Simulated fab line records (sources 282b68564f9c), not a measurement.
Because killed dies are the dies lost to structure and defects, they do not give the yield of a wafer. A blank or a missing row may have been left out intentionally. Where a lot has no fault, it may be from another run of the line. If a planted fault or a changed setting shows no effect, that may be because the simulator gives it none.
Code-filled problem report in 8D (eight disciplines) form    flow rit_cmos    the parts of the form that need people (team, actions taken, sign-off) are left out

1. WHAT WENT WRONG
Mean of developer_temp_C at RIT_CONTACT_DEVELOP_07: 23.78 C across 6 wafers in 2 lots; on wafers with no fault it is 23.01 C (standard deviation 0.1). Relative to the usual mean, that is a shift of +7.7 standard deviations.
The step: develop time 120 s.
First observed at day 6 11:00: wafer L808.3, on litho_track-01. The record has a number at this step for 42 wafers belonging to 14 lots. Rule for "out" (also "out of limits"): further than 4 standard deviations from the usual mean. All remaining wafers that have a number are taken as sound.

2. WHAT IT IS AND WHAT IT IS NOT
question                     is                      is not
which readings at this step  developer_temp_C        -
which lots                   L808, L809              L792, L793, L795, L796, L798, L800, L801, L807, L810, L811, L814, L815
which wafers of those lots   all that have a number  -
read on which tools          litho_track-01          litho_track-02, litho_track-04
when                         from day 6 11:00        up to then (24 sound wafers); but 12 sound wafers of L810, L811, L814, L815 came after

3. SUSPECTS, AND WHAT RULES EACH OUT
Counting: a tool at a process step up to the reading stays a suspect if it ran every lot that is out and no sound lot after the first of them.
- plasma_asher-02 at RIT_PSD_STRIP_09 (strips in O2, time 180 s): kept. It processed each lot that is out, first L808 at day 6 08:53, and no sound lot thereafter; up to then, the last sound lot it processed was L801 at day 4 22:28.
- litho_track-01 at RIT_CONTACT_DEVELOP_07 (develop time 120 s): kept. It processed each lot that is out, first L808 at day 6 11:00, and no sound lot thereafter; up to then, the last sound lot it processed was L801 at day 5 01:00. Out on those wafers are its own readings of developer_temp_C.
Left after counting: plasma_asher-02 at RIT_PSD_STRIP_09, litho_track-01 at RIT_CONTACT_DEVELOP_07.

4. THE CAUSE (what the simulator had put in)
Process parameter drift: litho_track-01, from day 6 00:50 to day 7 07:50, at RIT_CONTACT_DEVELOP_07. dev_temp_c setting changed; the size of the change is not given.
2 suspects survive the count, and this tool is in that group.

5. THE CHAIN OF EFFECTS, in route order
Each row: a reading whose mean over the struck wafers that have a number lies more than 3 standard deviations from the usual. Scope: only readings with a usual standard deviation given in the record; hours: median across lots of the time from each lot's start at the first step in this table that gives one to its start at this step; sigmas: change in usual standard deviations.
hours  step                    reading           usual    on struck wafers  change  sigmas
0      RIT_CONTACT_DEVELOP_07  developer_temp_C  23.01 C  23.78             +0.77   +7.7
Process steps it contains:
- RIT_CONTACT_DEVELOP_07: develop time 120 s.

6. WHAT WOULD HAVE CAUGHT IT SOONER
First out-of-limits reading in this record: day 6 11:00, which is 10 hours after fault onset at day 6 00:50.
